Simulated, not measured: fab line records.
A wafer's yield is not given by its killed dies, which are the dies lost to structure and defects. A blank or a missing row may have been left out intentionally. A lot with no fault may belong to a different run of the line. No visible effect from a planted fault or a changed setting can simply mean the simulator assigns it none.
fab line records -- flow berkeleyCmos170
record lots=5, wafers=23
route steps=331 shown START@3 ZERO@13 NWELL@18 ACTIVE@76 PLDD@146 NLDD@167 NSD@190 CONTACT@217
startH: hours from the record's opening day to when the first of the lot's shown wafers began -- waitH: hours since the lot's step before -- " repeats the value in the row above -- L1.1+2: several wafers, shown together as one row -- - no value present, or no start provided -- * or withheld: withheld -- < > ~ a bound
route shown NAME@n: NAME is a module with steps in the file, n the number in the route of the first one -- usual: mean and standard deviation over wafers with no fault -- same: alike in all rows -- chamber/n: place in a boat -- sites: per-site readings -- _std_site: how widely they spread, as a standard deviation -- _edge_site: outer sites' mean less inner sites' -- radiusMm: for every site, how far away it sits from the centre of the wafer -- mask NAME#n: copy n -- behind: tool/chamber where the wafer was last shaped -- hold: the reason the lot was held/the length of the hold in hours/how it ended -- device: transistor that didn't switch, given as n, p or np -- end of line: the same wafers' tests at the end of the route -- for a step that has no rows: nothing shown but its recipe -- killed: at the first sort, the dies lost to defects and structure; wafer yield is something else -- map: dies across one wafer; x = killed, . = not, _ = none there
set.NAME: the run value of the setting; set.NAME@STEP: its run value at that earlier step -- model.NAME: the simulator's own value behind a step, which no gauge read
lots with deliberately changed settings; one table per step, one row per wafer
## steps
# step UCB170_START_OXIDATION_02
# recipe tempC=950, ambient=O2, targetThkA=200, oxTimeS=1800
lot.wafer,tool,chamber,startH,waitH,set.tempC,model.SiO2_of_START_OXIDATION_02.thkNm
L077.1,-,-,-,3.8,950,20.37
L077.2,-,-,-,3.8,950,20.29
L077.3,-,-,-,3.8,950,20.13
L077.4,-,-,-,3.8,950,20.63
L077.5,-,-,-,3.8,950,20.28
L078.1,-,-,-,3.7,950,20.21
L078.2,-,-,-,3.7,950,20.17
L078.4,-,-,-,3.7,950,20.1
L078.5,-,-,-,3.7,950,20.33
L078.6,-,-,-,3.7,950,20.13
L080.1,furnace-02,0,44.10,4.0,950,19.45
L080.3,furnace-02,0,44.10,4.0,950,19.46
L080.5,furnace-02,0,44.10,4.0,950,19.39
L084.1,-,-,-,7.4,950,20.24
L084.3,-,-,-,7.4,950,19.75
L084.4,-,-,-,7.4,950,20.05
L084.5,-,-,-,7.4,950,19.64
L084.6,-,-,-,7.4,950,20.27
L085.1,-,-,-,2.4,925.5,14.69
L085.2,-,-,-,2.4,925.5,14.85
L085.3,-,-,-,2.4,925.5,14.67
L085.5,-,-,-,2.4,925.5,14.58
L085.6,-,-,-,2.4,925.5,14.61
# step UCB170_START_THK_MEAS_03
# recipe reads=SiO2_of_START_OXIDATION_02
# usual START_OXIDE_THK=19.9/0.4
lot.wafer,tool,chamber,startH,waitH,set.tempC@START_OXIDATION_02,START_OXIDE_THK[nm]
L077.1,filmMetro-03,-,-,-,950,20.4
L077.2,filmMetro-03,-,-,-,950,20.3
L077.3,filmMetro-03,-,-,-,950,20.1
L077.4,filmMetro-03,-,-,-,950,20.7
L077.5,filmMetro-03,-,-,-,950,20.3
L078.1,filmMetro-01,-,-,-,950,20.2
L078.2,filmMetro-01,-,-,-,950,20.1
L078.4,filmMetro-01,-,-,-,950,20.1
L078.5,filmMetro-01,-,-,-,950,20.4
L078.6,filmMetro-01,-,-,-,950,20.1
L080.1,filmMetro-03,-,45.60,0.0,950,19.5
L080.3,filmMetro-03,-,45.60,0.0,950,19.5
L080.5,filmMetro-03,-,45.60,0.0,950,19.4
L084.1,filmMetro-03,-,-,-,950,20.2
L084.3,filmMetro-03,-,-,-,950,19.7
L084.4,filmMetro-03,-,-,-,950,20.1
L084.5,filmMetro-03,-,-,-,950,19.6
L084.6,filmMetro-03,-,-,-,950,20.3
L085.1,filmMetro-03,-,-,-,925.5,14.7
L085.2,filmMetro-03,-,-,-,925.5,14.8
L085.3,filmMetro-03,-,-,-,925.5,14.7
L085.5,filmMetro-03,-,-,-,925.5,14.6
L085.6,filmMetro-03,-,-,-,925.5,14.6
# step UCB170_ZERO_STRIP_07
# recipe chemistry=O2, powerW=400, pressureMtorr=3500, platenTempC=withheld, o2FlowSccm=400, overashFraction=0.5
# usual stripTimeToEndpointS=21.48/0.054
lot.wafer,tool,chamber,startH,waitH,set.o2FlowSccm,stripTimeToEndpointS
L077.1,plasmaAsher-03,1,36.11,0.0,400,21.51
L077.2,plasmaAsher-03,0,36.11,0.0,400,21.55
L077.3,plasmaAsher-03,0,36.11,0.0,356.8,21.87
L077.4,plasmaAsher-03,1,36.11,0.0,400,21.50
L077.5,plasmaAsher-03,0,36.11,0.0,356.8,21.84
L078.1,plasmaAsher-03,0,40.18,0.0,353.2,21.94
L078.2,plasmaAsher-03,1,40.18,0.0,400,21.49
L078.4,plasmaAsher-03,1,40.18,0.0,400,21.50
L078.5,plasmaAsher-03,1,40.18,0.0,353.2,21.88
L078.6,plasmaAsher-03,0,40.18,0.0,400,21.44
L080.1,plasmaAsher-03,1,52.55,0.0,400,21.42
L080.3,plasmaAsher-03,0,52.55,0.0,400,21.44
L080.5,plasmaAsher-03,0,52.55,0.0,400,21.40
L084.1,plasmaAsher-03,1,76.39,0.0,379.6,21.68
L084.3,plasmaAsher-03,0,76.39,0.0,400,21.52
L084.4,plasmaAsher-03,1,76.39,0.0,400,21.49
L084.5,plasmaAsher-03,1,76.39,0.0,379.6,21.64
L084.6,plasmaAsher-03,0,76.39,0.0,379.6,21.65
L085.1,plasmaAsher-02,0,76.67,0.0,400,21.45
L085.2,plasmaAsher-02,1,76.67,0.0,400,21.43
L085.3,plasmaAsher-02,0,76.67,0.0,400,21.39
L085.5,plasmaAsher-02,0,76.67,0.0,400,21.42
L085.6,plasmaAsher-02,1,76.67,0.0,400,21.44
# step UCB170_NWELL_CVD_04
# recipe material=Si3N4, targetThkNm=224, tempC=800, precursor=SiH2Cl2/NH3, timeS=3360, pressureMtorr=200, sih2cl2FlowSccm=25, nh3FlowSccm=75
lot.wafer,tool,chamber,startH,waitH,set.pressureMtorr,model.Si3N4_of_NWELL_CVD_04.thkNm
L077.1,-,-,-,0.0,209.4,227.7
L077.2,-,-,-,0.0,209.4,228.1
L077.3,-,-,-,0.0,209.4,225.9
L077.4,-,-,-,0.0,209.4,228.7
L077.5,-,-,-,0.0,209.4,226.9
L078.1,-,-,-,0.0,178.2,215.9
L078.2,-,-,-,0.0,178.2,214.7
L078.4,-,-,-,0.0,178.2,217.1
L078.5,-,-,-,0.0,178.2,217.6
L078.6,-,-,-,0.0,178.2,214.9
L080.1,lpcvd-01,0,66.30,0.0,200,222.3
L080.3,lpcvd-01,0,66.30,0.0,200,223.4
L080.5,lpcvd-01,0,66.30,0.0,200,224.8
L084.1+5,-,-,-,0.9,200,224
L084.3,-,-,-,0.9,200,225.6
L084.4,-,-,-,0.9,200,223.3
L084.6,-,-,-,0.9,200,222.4
L085.1,-,-,-,0.9,200,223.8
L085.2,-,-,-,0.9,200,223.2
L085.3,-,-,-,0.9,200,221.9
L085.5,-,-,-,0.9,200,222.7
L085.6,-,-,-,0.9,200,222.1
# step UCB170_NWELL_THK_MEAS_05
# recipe reads=Si3N4_of_NWELL_CVD_04
# usual NWELL_NITRIDE_THK=224.1/1.8
lot.wafer,tool,chamber,startH,waitH,set.pressureMtorr@NWELL_CVD_04,NWELL_NITRIDE_THK[nm]
L077.1,filmMetro-04,-,-,-,209.4,227.6
L077.2,filmMetro-04,-,-,-,209.4,228.2
L077.3,filmMetro-04,-,-,-,209.4,225.8
L077.4,filmMetro-04,-,-,-,209.4,228.6
L077.5,filmMetro-04,-,-,-,209.4,226.9
L078.1,filmMetro-04,-,-,-,178.2,215.9
L078.2,filmMetro-04,-,-,-,178.2,214.7
L078.4,filmMetro-04,-,-,-,178.2,217.0
L078.5,filmMetro-04,-,-,-,178.2,217.6
L078.6,filmMetro-04,-,-,-,178.2,214.8
L080.1,filmMetro-02,-,68.23,0.0,200,222.4
L080.3,filmMetro-02,-,68.23,0.0,200,223.4
L080.5,filmMetro-02,-,68.23,0.0,200,224.8
L085.1,filmMetro-02,-,-,-,200,223.7
L085.2,filmMetro-02,-,-,-,200,223.4
L085.3,filmMetro-02,-,-,-,200,221.9
L085.5,filmMetro-02,-,-,-,200,222.6
L085.6,filmMetro-02,-,-,-,200,222.2
L084.1,filmMetro-04,-,-,-,200,223.9
L084.3,filmMetro-04,-,-,-,200,225.4
L084.4,filmMetro-04,-,-,-,200,223.4
L084.5,filmMetro-04,-,-,-,200,224.0
L084.6,filmMetro-04,-,-,-,200,222.2
# step UCB170_NWELL_ETCH_13
# recipe chemistry=CH3F/Ar/O2, target=Si3N4, stopOn=SiO2, CH3F_flow_sccm=20, Ar_flow_sccm=50, O2_flow_sccm=7, pressureMtorr=50, rfW=450, targetDepthA=2464, overEtchFrac=0.1, timeS=154
lot.wafer,tool,chamber,startH,waitH,set.timeS,model.KrF_of_NWELL_COAT_07.thkNm
L077.1,rieDiel-02,2,48.11,0.0,154,716.4
L077.2,rieDiel-02,3,48.11,0.0,154,717.6
L077.3,rieDiel-02,0,48.11,0.0,154,719.5
L077.4,rieDiel-02,1,48.11,0.0,154,716.2
L077.5,rieDiel-02,3,48.11,0.0,154,716.5
L078.1,rieDiel-01,1,54.72,0.0,154,720.4
L078.2,rieDiel-01,3,54.72,0.0,154,717.8
L078.4,rieDiel-01,2,54.72,0.0,168,704.9
L078.5,rieDiel-01,0,54.72,0.0,154,717.7
L078.6,rieDiel-01,1,54.72,0.0,168,703.3
L080.1,rieDiel-02,1,69.40,0.0,154,723.6
L080.3,rieDiel-02,3,69.40,0.0,154,719.5
L080.5,rieDiel-02,0,69.40,0.0,154,718.6
L085.1,rieDiel-01,0,89.86,0.0,154,723.6
L085.2,rieDiel-01,1,89.86,0.0,154,722.8
L085.3,rieDiel-01,3,89.86,0.0,154,724.3
L085.5,rieDiel-01,3,89.86,0.0,154,724.8
L085.6,rieDiel-01,2,89.86,0.0,154,721.3
L084.1,rieDiel-02,3,90.41,0.0,140.5,734.5
L084.3,rieDiel-02,0,90.41,0.0,154,725
L084.4,rieDiel-02,2,90.41,0.0,140.5,735.3
L084.5,rieDiel-02,2,90.41,0.0,154,721.7
L084.6,rieDiel-02,1,90.41,0.0,140.5,737.6
# step UCB170_NWELL_IMPLANT_14
# recipe species=P, doseCm2=1e+13, energyKev=150, tiltDeg=7
# step UCB170_NWELL_STRIP_15
# recipe chemistry=O2, powerW=400, pressureMtorr=3500, platenTempC=withheld, o2FlowSccm=400, overashFraction=0.5
# usual stripTimeToEndpointS=18.00/0.066
lot.wafer,tool,chamber,startH,waitH,set.timeS@NWELL_ETCH_13,stripTimeToEndpointS
L077.1,plasmaAsher-04,1,48.37,0.1,154,17.88
L077.2,plasmaAsher-04,0,48.37,0.1,154,17.91
L077.3,plasmaAsher-04,0,48.37,0.1,154,17.96
L077.4,plasmaAsher-04,1,48.37,0.1,154,17.89
L077.5,plasmaAsher-04,1,48.37,0.1,154,17.90
L078.1,plasmaAsher-02,0,54.97,0.1,154,17.98
L078.2,plasmaAsher-02,1,54.97,0.1,154,17.94
L078.4,plasmaAsher-02,0,54.97,0.1,168,17.61
L078.5,plasmaAsher-02,0,54.97,0.1,154,17.91
L078.6,plasmaAsher-02,1,54.97,0.1,168,17.57
L080.1,plasmaAsher-03,0,69.65,0.1,154,18.07
L080.3,plasmaAsher-03,1,69.65,0.1,154,17.97
L080.5,plasmaAsher-03,1,69.65,0.1,154,17.96
L085.1,plasmaAsher-04,1,90.12,0.1,154,18.08
L085.2,plasmaAsher-04,0,90.12,0.1,154,18.06
L085.3,plasmaAsher-04,0,90.12,0.1,154,18.07
L085.5,plasmaAsher-04,1,90.12,0.1,154,18.10
L085.6,plasmaAsher-04,0,90.12,0.1,154,18.00
L084.1,plasmaAsher-02,1,90.67,0.1,140.5,18.34
L084.3,plasmaAsher-02,1,90.67,0.1,154,18.10
L084.4,plasmaAsher-02,0,90.67,0.1,140.5,18.36
L084.5,plasmaAsher-02,1,90.67,0.1,154,18.03
L084.6,plasmaAsher-02,0,90.67,0.1,140.5,18.41
# step UCB170_ACTIVE_STRIP_16
# recipe chemistry=O2, powerW=400, pressureMtorr=3500, platenTempC=withheld, o2FlowSccm=400, overashFraction=0.5
# usual oesProductAu=0.720/0.0039, stripTimeToEndpointS=18.07/0.089
lot.wafer,tool,chamber,startH,waitH,set.powerW,oesProductAu,stripTimeToEndpointS
L078.1,plasmaAsher-03,0,104.12,0.1,400,0.725,18.00
L078.2,plasmaAsher-03,1,104.12,0.1,400,0.721,17.94
L078.4,plasmaAsher-03,1,104.12,0.1,400,0.718,17.97
L078.5,plasmaAsher-03,1,104.12,0.1,400,0.717,17.98
L078.6,plasmaAsher-03,0,104.12,0.1,400,0.721,17.87
L077.1,plasmaAsher-04,0,104.36,0.1,400,0.720,18.11
L077.2,plasmaAsher-04,1,104.36,0.1,400,0.723,18.14
L077.3,plasmaAsher-04,1,104.36,0.1,400,0.725,18.11
L077.4,plasmaAsher-04,0,104.36,0.1,443,0.758,16.73
L077.5,plasmaAsher-04,0,104.36,0.1,443,0.759,16.80
L080.1,plasmaAsher-01,0,125.04,0.1,400,0.715,18.04
L080.3,plasmaAsher-01,0,125.04,0.1,400,0.718,18.03
L080.5,plasmaAsher-01,1,125.04,0.1,400,0.723,18.04
L084.1,plasmaAsher-03,1,135.71,0.1,400,0.729,18.06
L084.3,plasmaAsher-03,0,135.71,0.1,400,0.722,18.11
L084.4,plasmaAsher-03,1,135.71,0.1,400,0.724,18.15
L084.5,plasmaAsher-03,1,135.71,0.1,400,0.723,18.13
L084.6,plasmaAsher-03,0,135.71,0.1,400,0.728,18.01
L085.1,plasmaAsher-04,1,135.95,0.1,417.4,0.734,17.52
L085.2,plasmaAsher-04,0,135.95,0.1,417.4,0.731,17.52
L085.3,plasmaAsher-04,0,135.95,0.1,417.4,0.732,17.47
L085.5,plasmaAsher-04,1,135.95,0.1,400,0.725,18.01
L085.6,plasmaAsher-04,0,135.95,0.1,400,0.719,18.07
# step UCB170_PLDD_COAT_01
# recipe resist=KrF, spinRpm=1500, resistThkNm=900
lot.wafer,tool,chamber,startH,waitH,set.resistThkNm,model.KrF_of_PLDD_COAT_01.thkNm
L078.1,lithoTrack-01,0,154.83,0.1,900,894.6
L078.2,lithoTrack-01,0,154.83,0.1,900,894.9
L078.4,lithoTrack-01,0,154.83,0.1,900,894.4
L078.5,lithoTrack-01,0,154.83,0.1,937.4,932.7
L078.6,lithoTrack-01,0,154.83,0.1,937.4,934.6
L077.1,lithoTrack-02,0,155.73,0.1,900,904.8
L077.2,lithoTrack-02,0,155.73,0.1,900,902.4
L077.3+4,lithoTrack-02,0,155.73,0.1,879.4,883.2
L077.5,lithoTrack-02,0,155.73,0.1,900,905.6
L080.1,lithoTrack-04,0,178.41,0.1,900,903
L080.3,lithoTrack-04,0,178.41,0.1,900,900.9
L080.5,lithoTrack-04,0,178.41,0.1,900,901.2
L084.1,lithoTrack-02,0,193.11,0.1,881.7,882.6
L084.3,lithoTrack-02,0,193.11,0.1,900,898.9
L084.4,lithoTrack-02,0,193.11,0.1,900,901.6
L084.5,lithoTrack-02,0,193.11,0.1,881.7,884.7
L084.6,lithoTrack-02,0,193.11,0.1,881.7,885.2
L085.1+2,lithoTrack-01,0,193.21,0.1,862.7,859.2
L085.3,lithoTrack-01,0,193.21,0.1,900,895.9
L085.5,lithoTrack-01,0,193.21,0.1,900,898
L085.6,lithoTrack-01,0,193.21,0.1,862.7,858.7
# step UCB170_PLDD_SOFTBAKE_02
# recipe resist=KrF, tempC=130, timeS=60
# step UCB170_PLDD_EXPOSE_03
# recipe maskId=PSELECT, na=0.5, sigmaOuter=0.6, sourceShape=conventional, targetCdNm=1200, doseMj=30
# step UCB170_PLDD_IMPLANT_08
# recipe species=BF2, doseCm2=5e+13, energyKev=10, tiltDeg=7, rotationDeg=0
# step UCB170_PLDD_IMPLANT_09
# recipe species=BF2, doseCm2=5e+13, energyKev=10, tiltDeg=7, rotationDeg=180
# step UCB170_PLDD_STRIP_10
# recipe chemistry=O2, powerW=400, pressureMtorr=3500, platenTempC=withheld, o2FlowSccm=400, overashFraction=0.5
# usual stripTimeToEndpointS=21.61/0.07
lot.wafer,tool,chamber,startH,waitH,set.resistThkNm@PLDD_COAT_01,stripTimeToEndpointS
L078.1,plasmaAsher-02,1,157.21,0.1,900,21.49
L078.2,plasmaAsher-02,0,157.21,0.1,900,21.52
L078.4,plasmaAsher-02,0,157.21,0.1,900,21.49
L078.5,plasmaAsher-02,0,157.21,0.1,937.4,22.42
L078.6,plasmaAsher-02,1,157.21,0.1,937.4,22.47
L077.1,plasmaAsher-03,1,157.86,0.2,900,21.73
L077.2,plasmaAsher-03,0,157.86,0.2,900,21.67
L077.3,plasmaAsher-03,1,157.86,0.2,879.4,21.21
L077.4,plasmaAsher-03,0,157.86,0.2,879.4,21.21
L077.5,plasmaAsher-03,1,157.86,0.2,900,21.76
L080.1,plasmaAsher-01,0,179.64,0.1,900,21.70
L080.3,plasmaAsher-01,1,179.64,0.1,900,21.63
L080.5,plasmaAsher-01,0,179.64,0.1,900,21.66
L084.1,plasmaAsher-01,0,194.26,0.1,881.7,21.21
L084.3,plasmaAsher-01,1,194.26,0.1,900,21.61
L084.4,plasmaAsher-01,0,194.26,0.1,900,21.65
L084.5,plasmaAsher-01,0,194.26,0.1,881.7,21.25
L084.6,plasmaAsher-01,1,194.26,0.1,881.7,21.27
L085.1,plasmaAsher-03,1,194.53,0.1,862.7,20.66
L085.2,plasmaAsher-03,0,194.53,0.1,862.7,20.66
L085.3,plasmaAsher-03,1,194.53,0.1,900,21.54
L085.5,plasmaAsher-03,1,194.53,0.1,900,21.59
L085.6,plasmaAsher-03,0,194.53,0.1,862.7,20.64
# step UCB170_NLDD_IMPLANT_09
# recipe species=As, doseCm2=5e+13, energyKev=30, tiltDeg=7, rotationDeg=180
lot.wafer,tool,chamber,startH,waitH,set.energyKev,model.implant.rpNm,model.implant.drpNm
L078.1+2+4+5+6,implanter-02,0,160.20,0.1,30,21.68,9.611
L077.1+4,implanter-03,0,160.86,0.1,31.45,21.87,9.95
L077.2+3+5,implanter-03,0,160.86,0.1,30,21.09,9.611
L080.1+3+5,implanter-02,0,181.32,0.1,30,21.18,9.611
L084.1+3+4,implanter-04,0,195.90,0.1,30,21.38,9.611
L084.5+6,implanter-04,0,195.90,0.1,29.52,21.12,9.498
L085.1+3+6,implanter-03,0,196.35,0.1,28.34,20.3,9.222
L085.2+5,implanter-03,0,196.35,0.1,30,21.2,9.611
# step UCB170_NSD_EXPOSE_03
# recipe maskId=NSELECT_MOD, na=0.5, sigmaOuter=0.6, sourceShape=conventional, targetCdNm=1200, doseMj=30
lot.wafer,tool,chamber,startH,waitH,mask,set.doseMj
L078.1+2+4+5+6,krfScanner-01,0,167.89,0.3,NSELECT_MOD#0,30
L077.1+3,krfScanner-01,0,168.16,0.1,NSELECT_MOD#0,30
L077.2+4+5,krfScanner-01,0,168.16,0.1,NSELECT_MOD#0,27.89
L080.1+3+5,krfScanner-01,0,194.19,0.4,NSELECT_MOD#0,30
L085.1+5,krfScanner-02,0,205.19,0.2,NSELECT_MOD#0,30
L085.2+3+6,krfScanner-02,0,205.19,0.2,NSELECT_MOD#0,29
L084.1+4,krfScanner-01,0,205.43,0.5,NSELECT_MOD#0,28.75
L084.3+5+6,krfScanner-01,0,205.43,0.5,NSELECT_MOD#0,30
# step UCB170_NSD_PEB_04
# recipe pebTempC=130, pebTimeS=withheld, resist=KrF
# step UCB170_NSD_DEVELOP_05
# recipe developer=TMAH, developTimeS=45, resist=KrF, devTempC=21
# step UCB170_NSD_CD_MEAS_06
# recipe targetCdNm=1200
# usual cdNm=1199.6/1.6
lot.wafer,tool,chamber,startH,waitH,set.doseMj@NSD_EXPOSE_03,cdNm
L078.1,cdSem-01,-,168.53,-,30,1199.9
L078.2,cdSem-01,-,168.53,-,30,1200.4
L078.4,cdSem-01,-,168.53,-,30,1198.1
L078.5,cdSem-01,-,168.53,-,30,1200.0
L078.6,cdSem-01,-,168.53,-,30,1199.8
L077.1,cdSem-01,-,168.81,-,30,1201.4
L077.2,cdSem-01,-,168.81,-,27.89,1187.4
L077.3,cdSem-01,-,168.81,-,30,1198.9
L077.4,cdSem-01,-,168.81,-,27.89,1185.8
L077.5,cdSem-01,-,168.81,-,27.89,1186.2
L080.1,cdSem-01,-,194.72,-,30,1198.5
L080.3,cdSem-01,-,194.72,-,30,1198.6
L080.5,cdSem-01,-,194.72,-,30,1198.0
L085.1,cdSem-02,-,205.58,-,30,1200.7
L085.2,cdSem-02,-,205.58,-,29,1192.8
L085.3,cdSem-02,-,205.58,-,29,1192.4
L085.5,cdSem-02,-,205.58,-,30,1199.2
L085.6,cdSem-02,-,205.58,-,29,1193.0
L084.1,cdSem-02,-,205.85,-,28.75,1192.7
L084.3,cdSem-02,-,205.85,-,30,1200.7
L084.4,cdSem-02,-,205.85,-,28.75,1192.9
L084.5,cdSem-02,-,205.85,-,30,1202.5
L084.6,cdSem-02,-,205.85,-,30,1200.3
# step UCB170_CONTACT_CVD_01
# recipe material=PSG, targetThkNm=700, tempC=450, precursor=SiH4/O2/PH3, timeS=2820, pressureMtorr=300, sih4FlowSccm=60, o2FlowSccm=90, ph3FlowSccm=25
lot.wafer,tool,chamber,startH,waitH,set.ph3FlowSccm,model.PSG_of_CONTACT_CVD_01.thkNm
L077.1,-,-,-,1.0,26.93,707.2
L077.2,-,-,-,1.0,26.93,713.3
L077.3,-,-,-,1.0,26.93,713
L077.4,-,-,-,1.0,26.93,710.5
L077.5,-,-,-,1.0,26.93,714.7
L078.1,-,-,-,1.4,27.9,716.4
L078.2,-,-,-,1.4,27.9,718.6
L078.4,-,-,-,1.4,27.9,710
L078.5,-,-,-,1.4,27.9,718.7
L078.6,-,-,-,1.4,27.9,717.3
L080.1,lpcvd-02,0,198.95,1.3,25,701.8
L080.3,lpcvd-02,0,198.95,1.3,25,702.7
L080.5,lpcvd-02,0,198.95,1.3,25,697.7
L085.1,-,-,-,0.0,26.83,708.7
L085.2,-,-,-,0.0,26.83,707
L085.3,-,-,-,0.0,26.83,716.5
L085.5,-,-,-,0.0,26.83,718.8
L085.6,-,-,-,0.0,26.83,715.9
L084.1,-,-,-,1.3,23.79,693.5
L084.3,-,-,-,1.3,23.79,691.4
L084.4,-,-,-,1.3,23.79,694.9
L084.5,-,-,-,1.3,23.79,699.3
L084.6,-,-,-,1.3,23.79,693.9
## key
split step=UCB170_START_OXIDATION_02, setting=tempC, stated=950, by=lot
response step=UCB170_START_OXIDATION_02, reading=model.SiO2_of_START_OXIDATION_02.thkNm, change=+2.08, per=1%, r=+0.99
response step=UCB170_START_THK_MEAS_03, reading=START_OXIDE_THK, change=+2.08, per=1%, r=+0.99
split step=UCB170_ZERO_STRIP_07, setting=o2FlowSccm, stated=400, by=wafer
response step=UCB170_ZERO_STRIP_07, reading=stripTimeToEndpointS, change=*, per=1%, r=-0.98
split step=UCB170_NWELL_CVD_04, setting=pressureMtorr, stated=200, by=lot
response step=UCB170_NWELL_CVD_04, reading=model.Si3N4_of_NWELL_CVD_04.thkNm, change=+0.715, per=1%, r=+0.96
response step=UCB170_NWELL_THK_MEAS_05, reading=NWELL_NITRIDE_THK, change=+0.717, per=1%, r=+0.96
split step=UCB170_NWELL_ETCH_13, setting=timeS, stated=154, by=wafer
response step=UCB170_NWELL_ETCH_13, reading=model.KrF_of_NWELL_COAT_07.thkNm, change=-1.51, per=1%, r=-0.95
response step=UCB170_NWELL_STRIP_15, reading=stripTimeToEndpointS, change=*, per=1%, r=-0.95
split step=UCB170_ACTIVE_STRIP_16, setting=powerW, stated=400, by=wafer
response step=UCB170_ACTIVE_STRIP_16, reading=oesProductAu, change=+0.0032, per=1%, r=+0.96
response step=UCB170_ACTIVE_STRIP_16, reading=stripTimeToEndpointS, change=*, per=1%, r=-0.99
split step=UCB170_PLDD_COAT_01, setting=resistThkNm, stated=900, by=wafer
response step=UCB170_PLDD_COAT_01, reading=model.KrF_of_PLDD_COAT_01.thkNm, change=+9.13, per=1%, r=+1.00
response step=UCB170_PLDD_STRIP_10, reading=stripTimeToEndpointS, change=*, per=1%, r=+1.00
split step=UCB170_NLDD_IMPLANT_09, setting=energyKev, stated=30, by=wafer
response step=UCB170_NLDD_IMPLANT_09, reading=model.implant.rpNm, change=+0.161, per=1%, r=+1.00
response step=UCB170_NLDD_IMPLANT_09, reading=model.implant.drpNm, change=+0.0702, per=1%, r=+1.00
split step=UCB170_NSD_EXPOSE_03, setting=doseMj, stated=30, by=wafer
response step=UCB170_NSD_CD_MEAS_06, reading=cdNm, change=+1.99, per=1%, r=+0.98
split step=UCB170_CONTACT_CVD_01, setting=ph3FlowSccm, stated=25, by=lot
response step=UCB170_CONTACT_CVD_01, reading=model.PSG_of_CONTACT_CVD_01.thkNm, change=+1.37, per=1%, r=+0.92
